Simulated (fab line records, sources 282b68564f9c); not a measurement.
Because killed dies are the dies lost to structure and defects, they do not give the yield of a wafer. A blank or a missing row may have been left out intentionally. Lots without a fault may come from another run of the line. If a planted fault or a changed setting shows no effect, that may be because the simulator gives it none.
fab line records + flow rit-cmos
record:
- lots: 5
- wafers: 15
- last-day: 7
route steps=202 shown SILICIDE@161 CONTACT@168 M1@202
lots that met no fault: from a run of the same line without faults
start-h: hours from the record's first day to the start of the lot's first wafer shown + wait-h: hours elapsed since this lot's preceding step + " repeats the value in the row above + L1.1+2: a single row standing in for several wafers + - no value, or no start given + * or withheld: withheld + < > ~ a bound
route shown NAME@n: NAME is a module with steps in the file, n the number in the route of the first one + usual: mean/standard deviation taken from wafers without a fault + same: alike in all rows + chamber/n: place in a boat + sites: the reading at each site + _std_site: the values' standard deviation + _edge_site: outer sites' mean less inner sites' + radius-mm: for every site, how far away it sits from the centre of the wafer + mask NAME#n: copy n + behind: the last tool/chamber to shape the wafer + hold: the reason the lot was held/the length of the hold in hours/how it ended + device: whichever transistor did not switch (one of n, p or np) + end of line: the tests these same wafers got at the end of their route + where a step has no rows: the recipe by itself + killed: the dies lost at the first sort to structure and to defects; this is not the yield of the wafer + map: a wafer's dies, x killed, . not, _ none there
set.NAME: setting as actually run; set.NAME@STEP: the setting as run at that earlier step + model.NAME: the simulator's own value behind a step, which no gauge read
a table for each step, a row for each wafer; lots at some steps of the route
services: the hour from which a tool's chamber was out of use, counted from the record's first day as start-h (under 0 if before that day), plus the number of hours and why
== steps ==
step: RIT_SILICIDE_WET_ETCH_00
recipe:
- chemistry: BOE
- target: SiO2
- target-depth-nm: 14
- time-s: 15
- dry: n2-spin
- dilution: 10:1
- temp-c: 21.5
step: RIT_SILICIDE_SPUTTER_01
recipe:
- material: Ti
- target-thk-nm: 30
- power-w: 350
- chamber-pressure-pa: 0.667
- gas: Ar
- time-s: 240
- substrate-temp-c: 25
usual:
- throttle-valve-pct: 29.3/0.66
| lot.wafer | tool           | chamber | start-h | wait-h | throttle-valve-pct |
|-----------|----------------|---------|---------|--------|--------------------|
| L641.3    | pvd-sputter-01 | -       | 99.67   | 0.0    | 29.9               |
| L641.5    | "              | -       | "       | "      | 28.5               |
| L641.6    | "              | -       | "       | "      | 29.7               |
| L642.4    | pvd-sputter-04 | -       | 102.90  | 0.0    | 29.0               |
| L642.5    | "              | -       | "       | "      | 28.5               |
| L642.6    | "              | -       | "       | "      | 29.0               |
| L648.1    | pvd-sputter-04 | -       | 129.12  | 0.0    | 29.2               |
| L648.4    | "              | -       | "       | "      | 29.6               |
| L648.5    | "              | -       | "       | "      | 28.7               |
| L649.2    | pvd-sputter-01 | -       | 135.59  | 0.0    | 30.0               |
| L649.3    | "              | -       | "       | "      | 29.8               |
| L649.4    | "              | -       | "       | "      | 29.0               |
| L655.1    | pvd-sputter-01 | -       | 164.62  | 0.0    | 29.5               |
| L655.3    | "              | -       | "       | "      | 28.6               |
| L655.5    | "              | -       | "       | "      | 28.7               |
step: RIT_SILICIDE_RS_MEAS_02
recipe:
- thk-meas-gauge: four-point-probe
- reads: Ti_of_SILICIDE_SPUTTER_01
usual:
- SILICIDE_TI_RS: 47.6/0.64
| lot.wafer | tool          | chamber | start-h | wait-h | SILICIDE_TI_RS[ohm/sq] |
|-----------|---------------|---------|---------|--------|------------------------|
| L641.3    | film-metro-03 | -       | 99.86   | 0.1    | 47.2                   |
| L641.5    | "             | -       | "       | "      | 47.4                   |
| L641.6    | "             | -       | "       | "      | 47.4                   |
| L642.4    | film-metro-03 | -       | 103.11  | 0.1    | 48.8                   |
| L642.5    | "             | -       | "       | "      | 48.9                   |
| L642.6    | "             | -       | "       | "      | 48.8                   |
| L648.1    | film-metro-02 | -       | 129.27  | 0.1    | 47.8                   |
| L648.4    | "             | -       | "       | "      | 47.9                   |
| L648.5    | "             | -       | "       | "      | 48.1                   |
| L649.2    | film-metro-04 | -       | 135.76  | 0.1    | 46.9                   |
| L649.3    | "             | -       | "       | "      | 47.1                   |
| L649.4    | "             | -       | "       | "      | 46.8                   |
| L655.1    | film-metro-04 | -       | 164.78  | 0.1    | 46.5                   |
| L655.3    | "             | -       | "       | "      | 46.7                   |
| L655.5    | "             | -       | "       | "      | 46.9                   |
step: RIT_SILICIDE_THK_MEAS_03
recipe:
- thk-meas-gauge: xrf
- reads: Ti_of_SILICIDE_SPUTTER_01
usual:
- SILICIDE_TI_THK: 30.2/0.35
| lot.wafer | tool          | chamber | start-h | wait-h | SILICIDE_TI_THK[nm] |
|-----------|---------------|---------|---------|--------|---------------------|
| L641.3    | film-metro-03 | -       | 99.96   | 0.1    | 30.5                |
| L641.5    | "             | -       | "       | "      | 30.4                |
| L641.6    | "             | -       | "       | "      | 30.4                |
| L642.4    | film-metro-03 | -       | 103.20  | 0.1    | 29.6                |
| L642.5    | "             | -       | "       | "      | 29.5                |
| L642.6    | "             | -       | "       | "      | 29.6                |
| L648.1    | film-metro-02 | -       | 129.39  | 0.1    | 30.0                |
| L648.4    | "             | -       | "       | "      | 29.9                |
| L648.5    | "             | -       | "       | "      | 29.6                |
| L649.2    | film-metro-04 | -       | 135.87  | 0.1    | 30.5                |
| L649.3    | "             | -       | "       | "      | 30.3                |
| L649.4    | "             | -       | "       | "      | 30.7                |
| L655.1    | film-metro-04 | -       | 164.90  | 0.1    | 30.7                |
| L655.3    | "             | -       | "       | "      | 30.7                |
| L655.5    | "             | -       | "       | "      | 30.4                |
step: RIT_SILICIDE_RTA_04
recipe:
- temp-c: 650
- time-s: 9.618
- idle-temp-c: 25
- ramp-up-s: 5
- ramp-down-s: 5
- cool-to-c: 25
- ambient: N2
usual:
- anneal-temp-c-max: 654.2/1.3
- wafer_temp_C_max: 652.5/0.74
| lot.wafer | tool          | chamber | start-h | wait-h | anneal-temp-c-max | wafer_temp_C_max |
|-----------|---------------|---------|---------|--------|-------------------|------------------|
| L641.3    | rtp-anneal-02 | 0       | 100.02  | 0.1    | 653.3             | 654.6            |
| L641.5    | "             | 0       | "       | "      | 654.1             | 652.6            |
| L641.6    | "             | 0       | "       | "      | 652.8             | 652.3            |
| L642.4    | rtp-anneal-01 | 0       | 103.27  | 0.1    | 655.4             | 651.4            |
| L642.5    | "             | 0       | "       | "      | 656.1             | 651.9            |
| L642.6    | "             | 0       | "       | "      | 655.2             | 652.6            |
| L648.1    | rtp-anneal-02 | 0       | 129.45  | 0.1    | 652.9             | 653.4            |
| L648.4    | "             | 0       | "       | "      | 652.7             | 652.7            |
| L648.5    | "             | 0       | "       | "      | 652.5             | 653.5            |
| L649.2    | rtp-anneal-01 | 0       | 135.93  | 0.1    | 654.5             | 651.7            |
| L649.3    | "             | 0       | "       | "      | 656.6             | 652.4            |
| L649.4    | "             | 0       | "       | "      | 654.1             | 652.0            |
| L655.1    | rtp-anneal-01 | 0       | 164.96  | 0.1    | 656.5             | 652.3            |
| L655.3    | "             | 0       | "       | "      | 655.0             | 651.7            |
| L655.5    | "             | 0       | "       | "      | 655.3             | 651.7            |
step: RIT_SILICIDE_WET_ETCH_05
recipe:
- chemistry: SPM
- target: Ti
- temp-c: 90
- time-s: 120
- dry: n2-spin
step: RIT_SILICIDE_RTA_06
recipe:
- temp-c: 750
- time-s: 10
- idle-temp-c: 25
- ramp-up-s: 5
- ramp-down-s: 10
- cool-to-c: 25
- ambient: N2
usual:
- anneal-temp-c-max: 754.6/1.5
- wafer_temp_C_max: 752.9/0.78
| lot.wafer | tool          | chamber | start-h | wait-h | anneal-temp-c-max | wafer_temp_C_max |
|-----------|---------------|---------|---------|--------|-------------------|------------------|
| L641.3    | rtp-anneal-01 | 0       | 100.13  | 0.0    | 759.3             | 751.5            |
| L641.5    | "             | 0       | "       | "      | 755.8             | 751.2            |
| L641.6    | "             | 0       | "       | "      | 755.1             | 752.4            |
| L642.4    | rtp-anneal-02 | 0       | 103.37  | 0.0    | 752.7             | 753.2            |
| L642.5    | "             | 0       | "       | "      | 753.3             | 753.9            |
| L642.6    | "             | 0       | "       | "      | 753.9             | 752.7            |
| L648.1    | rtp-anneal-01 | 0       | 129.56  | 0.0    | 754.7             | 752.7            |
| L648.4    | "             | 0       | "       | "      | 756.4             | 752.4            |
| L648.5    | "             | 0       | "       | "      | 754.5             | 752.8            |
| L649.2    | rtp-anneal-02 | 0       | 136.04  | 0.0    | 752.6             | 753.8            |
| L649.3    | "             | 0       | "       | "      | 753.2             | 753.6            |
| L649.4    | "             | 0       | "       | "      | 752.8             | 754.4            |
| L655.1    | rtp-anneal-02 | 0       | 165.08  | 0.0    | 753.7             | 753.1            |
| L655.3    | "             | 0       | "       | "      | 753.3             | 753.2            |
| L655.5    | "             | 0       | "       | "      | 753.7             | 753.3            |
step: RIT_CONTACT_CVD_00
recipe:
- material: SiO2
- target-thk-nm: 400
- precursor: TEOS
- temp-c: 390
- time-s: 61
- rf-w: 400
usual:
- heater-power-w: 321/55
- rf-fwd-power-W: 397.2/1.4
| lot.wafer | tool     | chamber | start-h | wait-h | heater-power-w | rf-fwd-power-W | since-wet-clean-h |
|-----------|----------|---------|---------|--------|----------------|----------------|-------------------|
| L641.3    | pecvd-01 | 0       | 100.17  | 0.0    | 377            | 397.2          | 1046              |
| L641.5    | "        | 0       | "       | "      | 284            | 398.5          | -                 |
| L641.6    | "        | 2       | "       | "      | 242            | 398.5          | -                 |
| L642.4    | pecvd-03 | 2       | 103.43  | 0.0    | 342            | 397.0          | -                 |
| L642.5    | "        | 0       | "       | "      | 254            | 399.7          | -                 |
| L642.6    | "        | 1       | "       | "      | 279            | 396.5          | -                 |
| L648.1    | pecvd-03 | 2       | 129.63  | 0.1    | 304            | 398.2          | 685               |
| L648.4    | "        | 1       | "       | "      | 299            | 396.2          | -                 |
| L648.5    | "        | 0       | "       | "      | 294            | 397.2          | -                 |
| L649.2    | pecvd-04 | 1       | 136.10  | 0.0    | 336            | 399.1          | 287               |
| L649.3    | "        | 2       | "       | "      | 465            | 397.6          | 287               |
| L649.4    | "        | 0       | "       | "      | 345            | 396.7          | -                 |
| L655.1    | pecvd-04 | 0       | 165.14  | 0.1    | 347            | 394.5          | 316               |
| L655.3    | "        | 2       | "       | "      | 391            | 398.6          | 316               |
| L655.5    | "        | 0       | "       | "      | 355            | 394.9          | -                 |
step: RIT_CONTACT_THK_MEAS_01
recipe:
- reads: SiO2_of_CONTACT_CVD_00
usual:
- CONTACT_TEOS_THK: 400/5.9
| lot.wafer | tool          | chamber | start-h | wait-h | CONTACT_TEOS_THK[nm] |
|-----------|---------------|---------|---------|--------|----------------------|
| L641.3    | film-metro-04 | -       | 100.24  | 0.0    | 391                  |
| L641.5    | "             | -       | "       | "      | 401                  |
| L641.6    | "             | -       | "       | "      | 407                  |
| L642.4    | film-metro-04 | -       | 103.49  | 0.0    | 407                  |
| L642.5    | "             | -       | "       | "      | 403                  |
| L642.6    | "             | -       | "       | "      | 402                  |
| L648.1    | film-metro-04 | -       | 129.68  | 0.0    | 400                  |
| L648.4    | "             | -       | "       | "      | 406                  |
| L648.5    | "             | -       | "       | "      | 403                  |
| L649.2    | film-metro-04 | -       | 136.16  | 0.0    | 399                  |
| L649.3    | "             | -       | "       | "      | 392                  |
| L649.4    | "             | -       | "       | "      | 400                  |
| L655.1    | film-metro-01 | -       | 165.19  | 0.0    | 388                  |
| L655.3    | "             | -       | "       | "      | 390                  |
| L655.5    | "             | -       | "       | "      | 398                  |
step: RIT_CONTACT_HMDS_02
recipe:
- prime-time-s: 60
- prime-temp-c: 140
step: RIT_CONTACT_COAT_03
recipe:
- resist: NOVOLAK
- spin-rpm: 3250
- resist-thk-nm: 1000
step: RIT_CONTACT_SOFTBAKE_04
recipe:
- resist: NOVOLAK
- temp-c: 90
- time-s: 60
step: RIT_CONTACT_EXPOSE_05
recipe:
- mask-id: M11
- na: 0.6
- source-shape: conventional
- sigma-outer: 0.5
- target-cd-nm: 1000
- dose-mj: 244.7
usual:
- focus-offset-nm: 0.1/0.54
| lot.wafer | tool             | chamber | start-h | wait-h | mask     | focus-offset-nm |
|-----------|------------------|---------|---------|--------|----------|-----------------|
| L641.3    | iline-stepper-02 | 0       | 101.14  | 0.4    | M11#0    | -0.1            |
| L641.5    | "                | 0       | "       | "      | M11#0    | 1.0             |
| L641.6    | "                | 0       | "       | "      | M11#0    | 0.2             |
| L642.4    | iline-stepper-02 | 0       | 104.03  | 0.1    | M11#0    | -1.3            |
| L642.5    | "                | 0       | "       | "      | M11#0    | -0.7            |
| L642.6    | "                | 0       | "       | "      | M11#0    | -0.3            |
| L648.1    | iline-stepper-02 | 0       | 130.31  | 0.2    | M11_R1#0 | -0.3            |
| L648.4    | "                | 0       | "       | "      | M11_R1#0 | 0.7             |
| L648.5    | "                | 0       | "       | "      | M11_R1#0 | 1.1             |
| L649.2    | iline-stepper-01 | 0       | 136.80  | 0.2    | M11#0    | 0.3             |
| L649.3    | "                | 0       | "       | "      | M11#0    | 0.0             |
| L649.4    | "                | 0       | "       | "      | M11#0    | 0.2             |
| L655.1    | iline-stepper-02 | 0       | 165.70  | 0.1    | M11#0    | 0.8             |
| L655.3    | "                | 0       | "       | "      | M11#0    | -0.2            |
| L655.5    | "                | 0       | "       | "      | M11#0    | 0.2             |
step: RIT_CONTACT_PEB_06
recipe:
- resist: NOVOLAK
- temp-c: withheld
- time-s: withheld
step: RIT_CONTACT_DEVELOP_07
recipe:
- resist: NOVOLAK
- develop-time-s: 120
- dev-temp-c: 23
step: RIT_CONTACT_CD_MEAS_08
recipe:
- target-cd-nm: 1000
usual:
- cd-nm: 1000.3/2.2
| lot.wafer | tool      | chamber | start-h | wait-h | hold                     | cd-nm  |
|-----------|-----------|---------|---------|--------|--------------------------|--------|
| L641.3    | cd-sem-01 | -       | 101.74  | -      | -                        | 998.5  |
| L641.5    | "         | -       | "       | "      | -                        | 998.7  |
| L641.6    | "         | -       | "       | "      | -                        | 998.7  |
| L642.4    | cd-sem-01 | -       | 104.55  | -      | -                        | 1001.4 |
| L642.5    | "         | -       | "       | "      | -                        | 1003.2 |
| L642.6    | "         | -       | "       | "      | -                        | 1001.9 |
| L648.1    | cd-sem-02 | -       | 130.83  | -      | await-dispo/0.2h/release | 1148.0 |
| L648.4    | "         | -       | "       | "      | await-dispo/0.2h/release | 1148.3 |
| L648.5    | "         | -       | "       | "      | await-dispo/0.2h/release | 1150.7 |
| L648.1    | cd-sem-02 | -       | 131.11  | 0.3    | -                        | 1148.2 |
| L648.4    | "         | -       | "       | "      | -                        | 1148.1 |
| L648.5    | "         | -       | "       | "      | -                        | 1150.7 |
| L649.2    | cd-sem-02 | -       | 137.32  | -      | -                        | 1000.0 |
| L649.3    | "         | -       | "       | "      | -                        | 996.5  |
| L649.4    | "         | -       | "       | "      | -                        | 1000.9 |
| L655.1    | cd-sem-02 | -       | 166.25  | -      | -                        | 998.0  |
| L655.3    | "         | -       | "       | "      | -                        | 997.2  |
| L655.5    | "         | -       | "       | "      | -                        | 1000.4 |
step: RIT_M1_PROBE_99
usual:
- defect-limited-yield: 97.4/1.1
- killed-at-contacts: 0.0/0.22
- killed-at-front-end: 6.9/3
- killed-dies: 6.9/3
- killed-open: 3.5/2
- killed-short: 3.4/2.1
- sort_bin_3_pad_short: 0.1/0.23
- sort_bin_5_function: 1.5/0.85
- sort_bin_6_memory: 1.0/0.59
- sort-n-pass: 257.1/3
- sort-yield-pct: 97.4/1.1
same:
- gross-dies: 264
- killed_at_M0_to_M3: 0
- killed_at_M4_up: 0
- killed-at-back-side: 0
- killed-at-other: 0
| lot.wafer | tool      | chamber | start-h | wait-h | defect-limited-yield[%] | killed-at-contacts | killed-at-front-end | killed-dies | killed-open | killed-short | sort_bin_3_pad_short[%] | sort_bin_5_function[%] | sort_bin_6_memory[%] | sort-n-pass | sort-yield-pct[%] |
|-----------|-----------|---------|---------|--------|-------------------------|--------------------|---------------------|-------------|-------------|--------------|-------------------------|------------------------|----------------------|-------------|-------------------|
| L649.2    | prober-02 | -       | 142.69  | 0.1    | 95.5                    | 0                  | 12                  | 12          | 8           | 4            | 0                       | 1.9                    | 2.7                  | 252.0       | 95.5              |
| L649.3    | prober-02 | -       | 142.74  | 0.2    | 96.2                    | 0                  | 10                  | 10          | 2           | 8            | 0.8                     | 2.3                    | 0.8                  | 254.0       | 96.2              |
| L649.4    | prober-02 | -       | 142.79  | 0.2    | 98.9                    | 0                  | 3                   | 3           | 2           | 1            | 0.4                     | 0.8                    | 0                    | 261.0       | 98.9              |
| L655.1    | prober-02 | -       | 171.55  | 0.1    | 98.1                    | 0                  | 5                   | 5           | 1           | 4            | 0                       | 0.8                    | 1.1                  | 259.0       | 98.1              |
| L655.3    | prober-02 | -       | 171.65  | 0.2    | 95.8                    | 0                  | 11                  | 11          | 8           | 3            | 0                       | 1.9                    | 2.3                  | 253.0       | 95.8              |
| L655.5    | prober-02 | -       | 171.75  | 0.2    | 97.7                    | 0                  | 6                   | 6           | 4           | 2            | 0                       | 1.5                    | 0.8                  | 258.0       | 97.7              |
killed by level:class
L649.2 FOX1:geometric-particle:short=2 FOX2:geometric-particle:open=2 GATE:geometric-particle:short=2 GATE:geometric-particle:open=2 REOX:geometric-particle:open=2 SPACER:geometric-particle:open=2
L649.3 FOX1:geometric-particle:short=3 GATE:geometric-particle:short=3 GATE:geometric-particle:open=2 FOX2:geometric-particle:short=1 REOX:geometric-particle:short=1
L649.4 GATE:geometric-particle:open=1 REOX:geometric-particle:short=1 REOX:geometric-particle:open=1
L655.1 GATE:geometric-particle:short=3 FOX1:geometric-particle:short=1 FOX2:geometric-particle:open=1
L655.3 FOX1:geometric-particle:open=3 GATE:geometric-particle:open=3 GATE:geometric-particle:short=2 REOX:geometric-particle:open=2 FOX2:geometric-particle:short=1
L655.5 SPACER:geometric-particle:open=2 FOX1:geometric-particle:short=1 FOX1:geometric-particle:open=1 GATE:geometric-particle:short=1 GATE:geometric-particle:open=1
== services ==
| tool             | chamber | start-h | hours | kind        |
|------------------|---------|---------|-------|-------------|
| iline-stepper-01 | -       | 77.06   | 1.7   | pm          |
| pecvd-01         | -       | 94.67   | 2.8   | pm          |
| iline-stepper-02 | 0       | 95.01   | -     | calibration |
| iline-stepper-01 | -       | 97.88   | 9.3   | repair      |
| rtp-anneal-02    | -       | 115.26  | 4.0   | pm          |
| pvd-sputter-01   | -       | 121.45  | 1.4   | repair      |
| pecvd-03         | 2       | 129.69  | 15.3  | repair      |
| iline-stepper-01 | 0       | 146.74  | -     | calibration |
== key ==
first-sign:
- step: RIT_CONTACT_EXPOSE_05
- reading: mask
- direction: changed
effect:
- step: RIT_CONTACT_CD_MEAS_08
- reading: visit
- direction: added
effect:
- step: RIT_CONTACT_CD_MEAS_08
- reading: cd-nm
- direction: up
- sigmas: 67
- usual: 1000.3
- struck: 1149.0
met-at RIT_CONTACT_EXPOSE_05
struck-wafers L648.1,L648.4,L648.5
scrapped-behind RIT_CONTACT_CD_MEAS_08 L648.1,L648.4,L648.5
onset-between 104.03 130.31
fault:
- kind: wrong-mask
- tool: any
- chamber: -
- onset-h: 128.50
- steps: RIT_CONTACT_EXPOSE_05
- aux-copy: M11_R1#0
- cd-offset-nm: 150
- scope: struck-lots-only
